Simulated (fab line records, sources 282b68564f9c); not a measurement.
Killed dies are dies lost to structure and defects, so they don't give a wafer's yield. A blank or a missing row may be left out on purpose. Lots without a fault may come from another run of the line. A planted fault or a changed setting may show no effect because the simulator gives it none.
Chamber matching | flow rit_cmos | RIT_GATE_ETCH_19 on rie_si-01: 4 sister chambers
The step etches poly-Si in SF6/CHF3/O2, stops on SiO2, time 165 s, target depth 312.5 nm. 14 wafers are shown with their chamber, then 7 later ones without.

WAFERS WITH THEIR CHAMBER
wafer  | chamber | throttle_valve_pct (%) | drypump_motor_current_A (A) | oes_product_au (a.u.)
L234.1 | 3       | 10.10                  | 6.0                         | 0.838
L234.2 | 1       | 10.41                  | 5.0                         | 0.869
L234.4 | 2       | 9.95                   | 5.7                         | 0.824
L236.2 | 1       | 10.41                  | 5.0                         | 0.866
L236.4 | 3       | 10.10                  | 6.0                         | 0.837
L236.6 | 0       | 10.32                  | 5.2                         | 0.855
L238.1 | 1       | 10.41                  | 5.0                         | 0.856
L238.3 | 2       | 9.94                   | 5.8                         | 0.832
L238.4 | 3       | 10.09                  | 6.0                         | 0.834
L240.1 | 2       | 9.94                   | 5.8                         | 0.823
L240.3 | 3       | 10.10                  | 6.0                         | 0.828
L240.6 | 2       | 9.94                   | 5.8                         | 0.829
L242.2 | 3       | 10.11                  | 6.0                         | 0.835
L242.5 | 0       | 10.33                  | 5.2                         | 0.844

SIGNATURES (means of the wafers above)
reading                 | chamber 0 | chamber 1 | chamber 2 | chamber 3 | scatter within a chamber
throttle_valve_pct      | 10.3250   | 10.4100   | 9.9425    | 10.1000   | 0.0057
drypump_motor_current_A | 5.200     | 5.000     | 5.775     | 6.000     | 0.0274
oes_product_au          | 0.84950   | 0.86367   | 0.82700   | 0.83440   | 0.00518
Rule: a wafer's distance from a chamber is the root of the sum, over the readings, of the square of ((its reading less the chamber's mean) divided by the reading's scatter). The wafer belongs to the nearest chamber; if the next one is less than 2 further off, it can't be placed. The scatter: the root of (the sum of the squares of (reading less its chamber's mean) over the shown wafers, divided by (wafers less chambers)).

WAFERS WITHOUT THEIR CHAMBER
wafer  | throttle_valve_pct (%) | drypump_motor_current_A (A) | oes_product_au (a.u.)
L242.6 | 10.10                  | 6.0                         | 0.845
L244.2 | 10.11                  | 5.9                         | 0.845
L244.4 | 10.34                  | 5.2                         | 0.849
L244.5 | 10.35                  | 5.2                         | 0.847
L246.1 | 10.33                  | 5.2                         | 0.856
L246.3 | 10.38                  | 5.0                         | 0.856
L246.4 | 9.94                   | 5.7                         | 0.831

WHICH CHAMBER EACH WENT THROUGH
wafer  | from the rows above | in truth
L242.6 | 3                   | 3
L244.2 | 3                   | 3
L244.4 | 0                   | 0
L244.5 | 0                   | 0
L246.1 | 0                   | 0
L246.3 | 1                   | 1
L246.4 | 2                   | 2
Placed correctly: 7 of 7. Can't be placed from these rows: 0. Placed wrongly: 0.
